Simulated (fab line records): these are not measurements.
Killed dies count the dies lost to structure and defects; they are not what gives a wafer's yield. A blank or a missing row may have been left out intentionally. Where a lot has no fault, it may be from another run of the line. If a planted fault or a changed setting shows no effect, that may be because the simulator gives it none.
fab line records	flow ritCmos
record lots=7	wafers=21	lastDay=7
route steps=202 shown NLDD@110 PLDD@114 SPACER@125 NSD@131 PSD@142 M1@202
lots untouched by any fault: they come from a run of this same line in which no faults occurred
startH: hours from the record's opening day to when the first of the lot's shown wafers began	waitH: hours from the lot's prior step to this one	" unchanged from the row above	L1.1+2: a row that stands for several wafers	- no value present, or no start provided	* or withheld: withheld	< > ~ a bound
route shown NAME@n: NAME is a module with steps in the file, n the number in the route of the first one	usual: the fault-free wafers' mean and standard deviation	same: alike in all rows	chamber/n: place in a boat	sites: per-site readings	_std_site: the values' standard deviation	_edge_site: outer sites' mean less inner sites'	radiusMm: for every site, how far away it sits from the centre of the wafer	mask NAME#n: copy n	behind: the most recent tool/chamber to have shaped the wafer	hold: why the lot went on hold/how many hours it stayed there/how the hold came to an end	device: names the non-switching transistor (n, p or np)	end of line: the tests these same wafers got at the end of their route	a step without rows: its recipe alone	killed: count of dies lost to structure and defects at first sort (not the wafer's yield)	map: dies across one wafer; x = killed, . = not, _ = none there
set.NAME: the setting as run; set.NAME@STEP: as run at that earlier step	model.NAME: the simulator's own value behind a step, which no gauge read
lots at some steps of the route; a table a step, a row a wafer
services: the hour from which a tool's chamber was out of use, counted from the record's first day as startH (under 0 if before that day), plus the number of hours and why
## steps
# step RIT_NLDD_HARDBAKE_07
# recipe resist=NOVOLAK	tempC=140	timeS=60
# step RIT_NLDD_IMPLANT_08
# recipe species=P	energyKev=20	doseCm2=5e+14	tiltDeg=7
# step RIT_NLDD_STRIP_09
# recipe chemistry=O2	timeS=180	resist=NOVOLAK	platenTempC=withheld	powerW=500	pressureMtorr=4000	o2FlowSccm=4000
# usual drypumpMotorCurrentA=6.1/0.41
lot.wafer	tool	chamber	startH	waitH	drypumpMotorCurrentA	rfHoursCounterH
L407.1	plasmaAsher-01	1	58.88	0.1	6.4	44
L407.3	"	1	"	"	6.4	-
L407.5	"	0	"	"	5.6	-
L409.3	plasmaAsher-02	1	72.83	0.1	5.8	-
L409.4	"	0	"	"	5.7	-
L409.6	"	1	"	"	5.8	-
L412.1	plasmaAsher-02	0	85.02	0.1	5.7	39
L412.3	"	1	"	"	5.8	-
L412.4	"	0	"	"	5.7	-
L413.2	plasmaAsher-02	0	88.27	0.1	5.6	39
L413.3	"	0	"	"	5.6	-
L413.6	"	1	"	"	5.8	-
L415.1	plasmaAsher-02	1	103.18	0.1	5.9	41
L415.2	"	0	"	"	5.6	41
L415.6	"	0	"	"	5.7	-
L418.2	plasmaAsher-02	0	117.66	0.1	5.6	42
L418.3	"	1	"	"	5.9	-
L418.5	"	0	"	"	5.7	-
L425.1	plasmaAsher-02	0	147.51	0.1	5.7	46
L425.2	"	1	"	"	5.8	46
L425.3	"	0	"	"	5.7	-
# step RIT_NLDD_TW_MEAS_10
# usual NLDD_TW=2481/15
lot.wafer	tool	chamber	startH	waitH	NLDD_TW
L407.1	filmMetro-01	-	59.05	0.1	2475
L407.3	"	-	"	"	2475
L407.5	"	-	"	"	2495
L409.3	filmMetro-01	-	72.97	0.1	2480
L409.4	"	-	"	"	2494
L409.6	"	-	"	"	2495
L412.1	filmMetro-04	-	85.19	0.1	2495
L412.3	"	-	"	"	2500
L412.4	"	-	"	"	2491
L413.2	filmMetro-04	-	88.46	0.1	2487
L413.3	"	-	"	"	2488
L413.6	"	-	"	"	2483
L415.1	filmMetro-03	-	103.35	0.1	2465
L415.2	"	-	"	"	2458
L415.6	"	-	"	"	2477
L418.2	filmMetro-03	-	117.84	0.1	2474
L418.3	"	-	"	"	2463
L418.5	"	-	"	"	2462
L425.1	filmMetro-03	-	147.68	0.1	2472
L425.2	"	-	"	"	2487
L425.3	"	-	"	"	2458
# step RIT_PLDD_HMDS_00
# recipe primeTimeS=60	primeTempC=140
# step RIT_PLDD_COAT_01
# recipe resist=NOVOLAK	spinRpm=3250	resistThkNm=1000
# step RIT_PLDD_SOFTBAKE_02
# recipe resist=NOVOLAK	tempC=90	timeS=60
# step RIT_PLDD_EXPOSE_03
# recipe maskId=M8	na=0.57	targetCdNm=40900	doseMj=250
# step RIT_PLDD_PEB_04
# recipe resist=NOVOLAK	tempC=withheld	timeS=withheld
# step RIT_PLDD_DEVELOP_05
# recipe resist=NOVOLAK	developTimeS=50	devTempC=23
# step RIT_PLDD_OVL_MEAS_06
# usual PLDD_OVL=-0.9/1.3
lot.wafer	tool	chamber	startH	waitH	PLDD_OVL[nm]
L407.1	overlay-01	-	60.09	-	-4.2
L407.3	"	-	"	"	-2.3
L407.5	"	-	"	"	-1.4
L409.3	overlay-01	-	74.00	-	-1.5
L409.4	"	-	"	"	-1.1
L409.6	"	-	"	"	-1.1
L412.1	overlay-01	-	86.23	-	-3.2
L412.3	"	-	"	"	-4.2
L412.4	"	-	"	"	-1.7
L413.2	overlay-01	-	89.37	-	-2.2
L413.3	"	-	"	"	-1.6
L413.6	"	-	"	"	-1.8
L415.1	overlay-02	-	104.39	-	-3.2
L415.2	"	-	"	"	-2.9
L415.6	"	-	"	"	-3.5
L418.2	overlay-02	-	118.90	-	1.2
L418.3	"	-	"	"	-1.4
L418.5	"	-	"	"	0.0
L425.1	overlay-01	-	148.69	-	1.4
L425.2	"	-	"	"	0.1
L425.3	"	-	"	"	1.1
# step RIT_PLDD_HARDBAKE_07
# recipe resist=NOVOLAK	tempC=140	timeS=60
# step RIT_PLDD_IMPLANT_08
# recipe species=BF2	energyKev=20	doseCm2=9e+14	tiltDeg=7
# usual endStationPressureTorr=7.3e-06/4e-07	tiltDeg=7.001/0.019
# same implantIonAmu=49
lot.wafer	tool	chamber	startH	waitH	endStationPressureTorr	tiltDeg
L407.1	implanter-02	0	60.28	0.1	7.5e-06	7.041
L407.3	"	0	"	"	7.4e-06	7.033
L407.5	"	0	"	"	7.5e-06	7.007
L409.3	implanter-03	0	74.22	0.1	7.3e-06	7.023
L409.4	"	0	"	"	7e-06	7.017
L409.6	"	0	"	"	7.2e-06	7.003
L412.1	implanter-02	0	86.42	0.1	7.1e-06	7.789
L412.3	"	0	"	"	8.1e-06	7.786
L412.4	"	0	"	"	6.7e-06	7.806
L413.2	implanter-02	0	89.57	0.1	6.4e-06	7.789
L413.3	"	0	"	"	7.5e-06	7.788
L413.6	"	0	"	"	6.5e-06	7.802
L415.1	implanter-02	0	104.57	0.1	6.6e-06	7.770
L415.2	"	0	"	"	7.3e-06	7.821
L415.6	"	0	"	"	7.2e-06	7.781
L418.2	implanter-01	0	119.10	0.1	7.3e-06	6.986
L418.3	"	0	"	"	7.1e-06	7.013
L418.5	"	0	"	"	8.1e-06	6.981
L425.1	implanter-03	0	148.88	0.1	7.1e-06	7.009
L425.2	"	0	"	"	6.5e-06	6.997
L425.3	"	0	"	"	7.5e-06	6.989
# step RIT_PLDD_STRIP_09
# recipe chemistry=O2	timeS=180	resist=NOVOLAK	platenTempC=withheld	powerW=500	pressureMtorr=4000	o2FlowSccm=4000
# usual drypumpMotorCurrentA=6.2/0.37
lot.wafer	tool	chamber	startH	waitH	drypumpMotorCurrentA	rfHoursCounterH
L407.1	plasmaAsher-04	1	60.43	0.1	6.2	27
L407.3	"	1	"	"	6.2	-
L407.5	"	1	"	"	6.2	-
L409.3	plasmaAsher-02	0	74.38	0.1	5.6	-
L409.4	"	1	"	"	5.8	-
L409.6	"	0	"	"	5.7	-
L412.1	plasmaAsher-04	0	86.57	0.1	6.0	29
L412.3	"	0	"	"	6.0	-
L412.4	"	1	"	"	6.2	-
L413.2	plasmaAsher-03	0	89.70	0.1	6.7	46
L413.3	"	1	"	"	6.3	-
L413.6	"	0	"	"	6.8	-
L415.1	plasmaAsher-02	0	104.72	0.1	5.7	41
L415.2	"	1	"	"	5.8	41
L415.6	"	1	"	"	5.8	-
L418.2	plasmaAsher-02	0	119.23	0.1	5.7	42
L418.3	"	0	"	"	5.7	-
L418.5	"	0	"	"	5.7	-
L425.1	plasmaAsher-03	1	149.03	0.1	6.3	52
L425.2	"	0	"	"	6.8	52
L425.3	"	1	"	"	6.3	-
# step RIT_PLDD_TW_MEAS_10
# usual PLDD_TW=2341/14
lot.wafer	tool	chamber	startH	waitH	PLDD_TW
L407.1	filmMetro-03	-	60.60	0.1	2333
L407.3	"	-	"	"	2336
L407.5	"	-	"	"	2320
L409.3	filmMetro-01	-	74.51	0.1	2336
L409.4	"	-	"	"	2345
L409.6	"	-	"	"	2326
L412.1	filmMetro-04	-	86.74	0.1	2353
L412.3	"	-	"	"	2349
L412.4	"	-	"	"	2350
L413.2	filmMetro-01	-	89.88	0.1	2352
L413.3	"	-	"	"	2344
L413.6	"	-	"	"	2340
L415.1	filmMetro-04	-	104.90	0.1	2342
L415.2	"	-	"	"	2339
L415.6	"	-	"	"	2335
L418.2	filmMetro-01	-	119.41	0.1	2368
L418.3	"	-	"	"	2367
L418.5	"	-	"	"	2366
L425.1	filmMetro-03	-	149.20	0.1	2327
L425.2	"	-	"	"	2329
L425.3	"	-	"	"	2332
# step RIT_SPACER_CLEAN_00
# recipe chemistry=SC1	mix=3:3:50	timeS=600	tempC=75
# step RIT_SPACER_CLEAN_01
# recipe chemistry=dHF	dilution=50:1	timeS=30
# step RIT_SPACER_CLEAN_02
# recipe chemistry=SC2	mix=3:3:50	timeS=600	tempC=75	dry=n2Spin
# step RIT_SPACER_CVD_03
# recipe material=Si3N4	targetThkNm=250	tempC=810	precursor=SiH2Cl2/NH3	timeS=3300	pressureMtorr=300	sih2cl2FlowSccm=60	nh3FlowSccm=150
# step RIT_SPACER_THK_MEAS_04
# recipe reads=Si3N4_of_SPACER_CVD_03
# usual SPACER_NITRIDE_THK=250.7/2.6
lot.wafer	tool	chamber	startH	waitH	SPACER_NITRIDE_THK[nm]
L407.1	filmMetro-03	-	63.90	0.0	248.9
L407.3	"	-	"	"	249.7
L407.5	"	-	"	"	248.1
L409.3	filmMetro-04	-	76.86	0.0	248.9
L409.4	"	-	"	"	247.3
L409.6	"	-	"	"	247.3
L412.1	filmMetro-02	-	89.08	0.0	248.6
L412.3	"	-	"	"	249.1
L412.4	"	-	"	"	248.7
L413.2	filmMetro-02	-	92.22	0.0	256.0
L413.3	"	-	"	"	254.6
L413.6	"	-	"	"	252.0
L415.1	filmMetro-02	-	107.28	0.0	250.9
L415.2	"	-	"	"	250.0
L415.6	"	-	"	"	251.3
L418.2	filmMetro-02	-	122.72	0.0	245.0
L418.3	"	-	"	"	248.4
L418.5	"	-	"	"	247.0
L425.1	filmMetro-03	-	151.54	0.0	249.1
L425.2	"	-	"	"	249.6
L425.3	"	-	"	"	247.3
# step RIT_SPACER_ETCHBACK_05
# recipe targetDepthA=2500	SF6_flow_sccm=30	CHF3_flow_sccm=30	target=Si3N4	chemistry=SF6/CHF3	pressureMtorr=40	rfW=250	timeS=240	stopOn=SiO2
# usual drypumpMotorCurrentA=5.8/0.65	oesProductAu=0.846/0.015	throttleValvePct=10.31/0.16
lot.wafer	tool	chamber	startH	waitH	drypumpMotorCurrentA	oesProductAu	rfHoursCounterH	throttleValvePct
L407.1	rieDiel-01	1	63.96	0.1	6.0	0.825	147	10.23
L407.3	"	0	"	"	5.8	0.842	163	10.31
L407.5	"	0	"	"	5.8	0.834	-	10.30
L409.3	rieDiel-01	3	76.90	0.0	6.6	0.845	108	10.14
L409.4	"	3	"	"	6.6	0.837	-	10.14
L409.6	"	1	"	"	6.0	0.812	-	10.23
L412.1	rieDiel-04	2	89.14	0.1	5.0	0.854	70	10.54
L412.3	"	1	"	"	5.0	0.849	8	10.04
L412.4	"	0	"	"	6.6	0.855	2	10.17
L413.2	rieDiel-01	1	92.27	0.0	6.0	0.833	147	10.23
L413.3	"	2	"	"	4.9	0.864	-	10.45
L413.6	"	2	"	"	4.9	0.871	-	10.46
L415.1	rieDiel-04	1	107.34	0.1	5.0	0.857	8	10.04
L415.2	"	2	"	"	5.0	0.858	70	10.56
L415.6	"	0	"	"	6.5	0.872	-	10.18
L418.2	rieDiel-04	2	122.77	0.0	5.0	0.843	71	10.54
L418.3	"	1	"	"	5.0	0.848	8	10.03
L418.5	"	2	"	"	5.0	0.852	-	10.54
L425.1	rieDiel-04	3	151.60	0.1	6.4	0.828	53	10.28
L425.2	"	2	"	"	5.1	0.854	71	10.55
L425.3	"	1	"	"	5.0	0.851	9	10.03
# step RIT_NSD_HMDS_00
# recipe primeTimeS=60	primeTempC=140
# step RIT_NSD_COAT_01
# recipe resist=NOVOLAK	spinRpm=3250	resistThkNm=1000
# step RIT_NSD_SOFTBAKE_02
# recipe resist=NOVOLAK	tempC=90	timeS=60
# step RIT_NSD_EXPOSE_03
# recipe maskId=M9	na=0.57	targetCdNm=40700	doseMj=250
# step RIT_NSD_PEB_04
# recipe resist=NOVOLAK	tempC=withheld	timeS=withheld
# step RIT_NSD_DEVELOP_05
# recipe resist=NOVOLAK	developTimeS=50	devTempC=23
# step RIT_NSD_OVL_MEAS_06
# usual NSD_OVL=0.4/1.4
lot.wafer	tool	chamber	startH	waitH	NSD_OVL[nm]
L407.1	overlay-01	-	64.96	-	-2.2
L407.3	"	-	"	"	-2.2
L407.5	"	-	"	"	-0.5
L409.3	overlay-01	-	78.03	-	-2.1
L409.4	"	-	"	"	-1.4
L409.6	"	-	"	"	-0.7
L412.1	overlay-01	-	90.27	-	0.0
L412.3	"	-	"	"	0.2
L412.4	"	-	"	"	-1.3
L413.2	overlay-01	-	93.35	-	0.0
L413.3	"	-	"	"	1.2
L413.6	"	-	"	"	-0.5
L415.1	overlay-02	-	108.46	-	1.1
L415.2	"	-	"	"	2.9
L415.6	"	-	"	"	1.3
L418.2	overlay-01	-	123.77	-	-1.1
L418.3	"	-	"	"	-0.8
L418.5	"	-	"	"	0.3
L425.1	overlay-02	-	152.82	-	3.3
L425.2	"	-	"	"	3.7
L425.3	"	-	"	"	3.6
# step RIT_NSD_HARDBAKE_07
# recipe resist=NOVOLAK	tempC=140	timeS=60
# step RIT_NSD_IMPLANT_08
# recipe species=P	energyKev=25	doseCm2=1e+15	tiltDeg=7
# step RIT_NSD_STRIP_09
# recipe chemistry=O2	timeS=180	resist=NOVOLAK	platenTempC=withheld	powerW=500	pressureMtorr=4000	o2FlowSccm=4000
# usual drypumpMotorCurrentA=6.3/0.31
lot.wafer	tool	chamber	startH	waitH	drypumpMotorCurrentA	rfHoursCounterH
L407.1	plasmaAsher-04	0	65.30	0.1	6.0	27
L407.3	"	0	"	"	6.0	-
L407.5	"	0	"	"	6.0	-
L409.3	plasmaAsher-03	0	78.42	0.1	6.8	-
L409.4	"	1	"	"	6.3	-
L409.6	"	1	"	"	6.3	-
L412.1	plasmaAsher-04	1	90.61	0.1	6.2	30
L412.3	"	0	"	"	6.0	-
L412.4	"	1	"	"	6.2	-
L413.2	plasmaAsher-04	1	93.68	0.1	6.2	30
L413.3	"	0	"	"	6.0	-
L413.6	"	1	"	"	6.2	-
L415.1	plasmaAsher-04	1	108.80	0.1	6.2	32
L415.2	"	0	"	"	6.0	32
L415.6	"	1	"	"	6.2	-
L418.2	plasmaAsher-03	1	124.10	0.1	6.3	50
L418.3	"	0	"	"	6.8	-
L418.5	"	0	"	"	6.8	-
L425.1	plasmaAsher-04	0	153.16	0.1	6.0	37
L425.2	"	1	"	"	6.2	37
L425.3	"	0	"	"	6.0	-
# step RIT_NSD_TW_MEAS_10
# usual NSD_TW=3102/16
lot.wafer	tool	chamber	startH	waitH	NSD_TW
L407.1	filmMetro-04	-	65.47	0.1	3093
L407.3	"	-	"	"	3091
L407.5	"	-	"	"	3099
L409.3	filmMetro-03	-	78.55	0.1	3101
L409.4	"	-	"	"	3130
L409.6	"	-	"	"	3091
L412.1	filmMetro-03	-	90.78	0.1	3105
L412.3	"	-	"	"	3109
L412.4	"	-	"	"	3114
L413.2	filmMetro-03	-	93.87	0.1	3093
L413.3	"	-	"	"	3094
L413.6	"	-	"	"	3096
L415.1	filmMetro-01	-	108.97	0.1	3128
L415.2	"	-	"	"	3141
L415.6	"	-	"	"	3138
L418.2	filmMetro-04	-	124.29	0.1	3099
L418.3	"	-	"	"	3104
L418.5	"	-	"	"	3098
L425.1	filmMetro-03	-	153.34	0.1	3094
L425.2	"	-	"	"	3090
L425.3	"	-	"	"	3110
# step RIT_PSD_HMDS_00
# recipe primeTimeS=60	primeTempC=140
# step RIT_PSD_COAT_01
# recipe resist=NOVOLAK	spinRpm=3250	resistThkNm=1000
# step RIT_PSD_SOFTBAKE_02
# recipe resist=NOVOLAK	tempC=90	timeS=60
# step RIT_PSD_EXPOSE_03
# recipe maskId=M10	na=0.57	targetCdNm=40900	doseMj=250
# step RIT_PSD_PEB_04
# recipe resist=NOVOLAK	tempC=withheld	timeS=withheld
# step RIT_PSD_DEVELOP_05
# recipe resist=NOVOLAK	developTimeS=50	devTempC=23
# step RIT_PSD_OVL_MEAS_06
# usual PSD_OVL=-0.8/1.7
lot.wafer	tool	chamber	startH	waitH	PSD_OVL[nm]
L407.1	overlay-01	-	66.51	-	-0.2
L407.3	"	-	"	"	-1.7
L407.5	"	-	"	"	-0.1
L409.3	overlay-02	-	79.68	-	0.5
L409.4	"	-	"	"	3.0
L409.6	"	-	"	"	-0.5
L412.1	overlay-02	-	91.69	-	1.5
L412.3	"	-	"	"	1.8
L412.4	"	-	"	"	1.0
L413.2	overlay-01	-	94.78	-	-1.3
L413.3	"	-	"	"	-0.8
L413.6	"	-	"	"	-0.4
L415.1	overlay-01	-	109.88	-	-0.9
L415.2	"	-	"	"	-1.2
L415.6	"	-	"	"	-2.2
L418.2	overlay-01	-	125.33	-	0.2
L418.3	"	-	"	"	1.4
L418.5	"	-	"	"	0.6
L425.1	overlay-02	-	154.61	-	-0.5
L425.2	"	-	"	"	-1.5
L425.3	"	-	"	"	-1.2
# step RIT_PSD_HARDBAKE_07
# recipe resist=NOVOLAK	tempC=140	timeS=60
# step RIT_PSD_IMPLANT_08
# recipe species=BF2	energyKev=27	doseCm2=5e+15	tiltDeg=7
# step RIT_PSD_STRIP_09
# recipe chemistry=O2	timeS=180	resist=NOVOLAK	platenTempC=withheld	powerW=500	pressureMtorr=4000	o2FlowSccm=4000
# usual drypumpMotorCurrentA=6.02/0.25
lot.wafer	tool	chamber	startH	waitH	drypumpMotorCurrentA	rfHoursCounterH
L407.1	plasmaAsher-01	1	66.85	0.1	6.40	45
L407.3	"	0	"	"	5.63	-
L407.5	"	1	"	"	6.42	-
L409.3	plasmaAsher-01	1	80.06	0.1	6.37	-
L409.4	"	0	"	"	5.66	-
L409.6	"	0	"	"	5.66	-
L412.1	plasmaAsher-04	0	92.03	0.1	6.04	30
L412.3	"	0	"	"	6.02	-
L412.4	"	1	"	"	6.20	-
L413.2	plasmaAsher-04	0	95.21	0.1	6.01	30
L413.3	"	0	"	"	6.00	-
L413.6	"	0	"	"	5.99	-
L415.1	plasmaAsher-02	1	110.22	0.1	5.82	41
L415.2	"	0	"	"	5.66	41
L415.6	"	0	"	"	5.64	-
L418.2	plasmaAsher-02	0	125.66	0.1	5.67	43
L418.3	"	0	"	"	5.62	-
L418.5	"	0	"	"	5.65	-
L425.1	plasmaAsher-01	1	154.95	0.1	6.41	4
L425.2	"	0	"	"	5.64	4
L425.3	"	1	"	"	6.37	-
# step RIT_SDANNEAL_RS_MEAS_06
# recipe thkMeasGauge=four-point-probe
# usual PLDD_RS=178.7/0.49
lot.wafer	tool	chamber	startH	waitH	PLDD_RS[ohm/sq]
L407.1	filmMetro-01	-	67.75	0.1	179.1
L407.3	"	-	"	"	178.6
L407.5	"	-	"	"	178.4
L409.3	filmMetro-04	-	80.94	0.1	178.6
L409.4	"	-	"	"	178.5
L409.6	"	-	"	"	179.2
L412.1	filmMetro-01	-	92.93	0.1	-
L412.3	"	-	"	"	-
L412.4	"	-	"	"	-
L413.2	filmMetro-01	-	96.13	0.1	-
L413.3	"	-	"	"	-
L413.6	"	-	"	"	-
L415.1	filmMetro-04	-	111.32	0.1	-
L415.2	"	-	"	"	-
L415.6	"	-	"	"	-
L418.2	filmMetro-04	-	126.59	0.1	179.0
L418.3	"	-	"	"	178.7
L418.5	"	-	"	"	178.1
L425.1	filmMetro-04	-	155.90	0.1	178.2
L425.2	"	-	"	"	178.6
L425.3	"	-	"	"	179.0
# step RIT_M1_PROBE_99
# usual killedAtContacts=0.1/0.27	killedAtFrontEnd=6/3	killedDies=7/3	killedOpen=3.1/2	killedShort=3.4/2
# same grossDies=264	killed_at_M0_to_M3=0	killed_at_M4_up=0	killedAtBackSide=0	killedAtOther=0
lot.wafer	tool	chamber	startH	waitH	killedAtContacts	killedAtFrontEnd	killedDies	killedOpen	killedShort	model.etest.pmosTurned.rOnOhmUm	model.etest.pmosTurned.driveUaUm
L407.1	prober-01	-	75.01	0.1	1	5	6	3	3	3341	199.6
L407.3	prober-01	-	75.11	0.2	0	6	6	3	3	3241	208.1
L407.5	prober-01	-	75.21	0.2	1	1	2	1	1	3273	202.2
L409.3	prober-01	-	88.24	0.2	0	4	4	2	2	3191	206.6
L409.4	prober-01	-	88.29	0.2	0	10	10	5	5	3160	211.3
L409.6	prober-01	-	88.39	0.2	0	7	7	2	5	3172	212.3
L412.1	prober-02	-	100.21	0.1	0	8	8	5	3	3764	159.9
L412.3	prober-02	-	100.31	0.2	0	4	4	1	3	3749	162.4
L412.4	prober-02	-	100.36	0.2	0	6	6	3	3	3698	161.9
L413.2	prober-01	-	103.38	0.1	0	11	11	4	7	3268	196.8
L413.3	prober-01	-	103.43	0.2	0	12	12	9	3	3281	193.9
L413.6	prober-01	-	103.58	0.2	0	9	9	6	3	3318	194.5
L415.1	prober-01	-	120.47	0.1	0	6	6	2	4	3752	162.6
L415.2	prober-01	-	120.52	0.1	0	8	8	2	6	3616	169.6
L415.6	prober-01	-	120.72	0.2	0	8	8	3	5	3772	162.7
L418.2	prober-02	-	133.77	0.1	0	7	7	4	3	3515	185.9
L418.3	prober-02	-	133.82	0.2	0	7	7	4	3	3322	199.2
L418.5	prober-02	-	133.92	0.2	1	11	12	5	7	3416	192.7
L425.1	prober-01	-	163.26	0.1	0	1	1	1	0	3297	199.5
L425.2	prober-01	-	163.31	0.1	0	10	10	4	6	3298	198.6
L425.3	prober-01	-	163.36	0.2	0	4	4	3	1	3314	202.7
# killed by level:class
L407.1 GATE:geometricParticle:short=2 SPACER:geometricParticle:open=2 FOX1:geometricParticle:short=1 CONTACT:geometricParticle:open=1
L407.3 GATE:geometricParticle:short=2 FOX1:geometricParticle:short=1 FOX2:geometricParticle:open=1 SPACER:geometricParticle:open=1 SILICIDE:geometricParticle:open=1
L407.5 GATE:geometricParticle:open=1 CONTACT:geometricParticle:short=1
L409.3 GATE:geometricParticle:open=1 GATE:geometricParticle:short=1 SPACER:geometricParticle:open=1 SILICIDE:geometricParticle:short=1
L409.4 SPACER:geometricParticle:open=4 GATE:geometricParticle:short=2 SPACER:geometricParticle:short=2 GATE:geometricParticle:open=1 REOX:geometricParticle:short=1
L409.6 SILICIDE:geometricParticle:short=2 FOX1:geometricParticle:short=1 FOX1:geometricParticle:open=1 GATE:geometricParticle:open=1 REOX:geometricParticle:short=1 SPACER:geometricParticle:short=1
L412.1 REOX:geometricParticle:short=2 FOX2:geometricParticle:open=1 GATE:geometricParticle:open=1 REOX:geometricParticle:open=1 SPACER:geometricParticle:open=1 SILICIDE:geometricParticle:open=1 SILICIDE:geometricParticle:short=1
L412.3 SPACER:geometricParticle:short=2 REOX:geometricParticle:open=1 SILICIDE:geometricParticle:short=1
L412.4 SPACER:geometricParticle:open=2 FOX2:geometricParticle:short=1 GATE:geometricParticle:short=1 SILICIDE:geometricParticle:short=1 SILICIDE:geometricParticle:open=1
L413.2 GATE:geometricParticle:short=3 FOX1:geometricParticle:open=2 FOX1:geometricParticle:short=2 SPACER:geometricParticle:short=2 SILICIDE:geometricParticle:open=2
L413.3 GATE:geometricParticle:open=5 SPACER:geometricParticle:open=2 FOX2:geometricParticle:open=1 GATE:geometricParticle:short=1 REOX:geometricParticle:short=1 REOX:geometricParticle:open=1 SILICIDE:geometricParticle:short=1
L413.6 GATE:geometricParticle:open=2 SILICIDE:geometricParticle:short=2 FOX1:geometricParticle:short=1 FOX2:geometricParticle:open=1 REOX:geometricParticle:open=1 SPACER:geometricParticle:open=1 SILICIDE:geometricParticle:open=1
L415.1 FOX2:geometricParticle:short=2 GATE:geometricParticle:open=2 GATE:geometricParticle:short=1 SPACER:geometricParticle:short=1
L415.2 GATE:geometricParticle:short=3 FOX1:geometricParticle:short=1 FOX1:geometricParticle:open=1 GATE:geometricParticle:open=1 SPACER:geometricParticle:short=1 SILICIDE:geometricParticle:short=1
L415.6 GATE:geometricParticle:short=3 GATE:geometricParticle:open=3 FOX1:geometricParticle:short=1 SILICIDE:geometricParticle:short=1
L418.2 GATE:geometricParticle:open=2 FOX2:geometricParticle:short=1 FOX2:geometricParticle:open=1 GATE:geometricParticle:short=1 REOX:geometricParticle:open=1 REOX:geometricParticle:short=1
L418.3 REOX:geometricParticle:open=2 FOX1:geometricParticle:short=1 FOX2:geometricParticle:short=1 REOX:geometricParticle:short=1 SPACER:geometricParticle:open=1 SILICIDE:geometricParticle:open=1
L418.5 GATE:geometricParticle:open=3 REOX:geometricParticle:short=3 REOX:geometricParticle:open=2 FOX2:geometricParticle:short=1 GATE:geometricParticle:short=1 SPACER:geometricParticle:short=1 CONTACT:geometricParticle:short=1
L425.1 FOX2:geometricParticle:open=1
L425.2 GATE:geometricParticle:open=2 GATE:geometricParticle:short=2 SILICIDE:geometricParticle:open=2 SILICIDE:geometricParticle:short=2 REOX:geometricParticle:short=1 SPACER:geometricParticle:short=1
L425.3 GATE:geometricParticle:open=3 SILICIDE:geometricParticle:short=1
## services
tool	chamber	startH	hours	kind
rieDiel-04	0	39.43	3.9	repair
rieDiel-04	-	39.47	8.5	repair
rieDiel-04	1	40.14	14.4	repair
plasmaAsher-03	-	56.59	2.4	repair
rieDiel-01	0	76.22	-	clean
rieDiel-01	0	76.22	24.8	scheduledDown
rieDiel-01	0	76.22	24.8	ventCycle
rieDiel-01	3	77.46	16.6	repair
implanter-01	-	97.06	5.9	repair
implanter-03	-	99.37	18.6	repair
implanter-02	-	101.02	1.8	repair
plasmaAsher-02	-	105.02	4.3	repair
plasmaAsher-01	-	108.75	9.0	pm
plasmaAsher-01	0	108.75	9.0	ventCycle
plasmaAsher-01	1	108.75	9.0	ventCycle
plasmaAsher-01	0	117.75	-	clean
plasmaAsher-01	1	117.75	-	clean
plasmaAsher-02	-	135.24	0.7	repair
## key
firstSign step=RIT_PLDD_IMPLANT_08	reading=tiltDeg	direction=up	sigmas=42	usual=7.001	struck=7.793
effect step=RIT_SDANNEAL_RS_MEAS_06	reading=PLDD_RS	direction=missing
modelEffect step=RIT_M1_PROBE_99	value=etest.pmosTurned.rOnOhmUm	without=3324	struck=3580
metAt RIT_PLDD_IMPLANT_08
struckWafers L412.1,L412.3,L412.4,L413.2,L413.3,L413.6,L415.1,L415.2,L415.6
testerLeftOut L412,L413,L415
onsetBetween 60.28 86.42
fault kind=processParameterDrift	tool=implanter-02	chamber=-	onsetH=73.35	steps=RIT_PLDD_IMPLANT_08	channel=tiltDeg	offset=0.78201	shape=step	endH=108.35	actsIn=theseRecipesOnly	stated=7
# testerLeftOut: of these lots the tester's yield and bins aren't shown, on N5 and GAA mostly nor the transistor test; their killed dies are dies lost to structure and defects alone, not to doping, threshold or leakage, so they don't give the yield
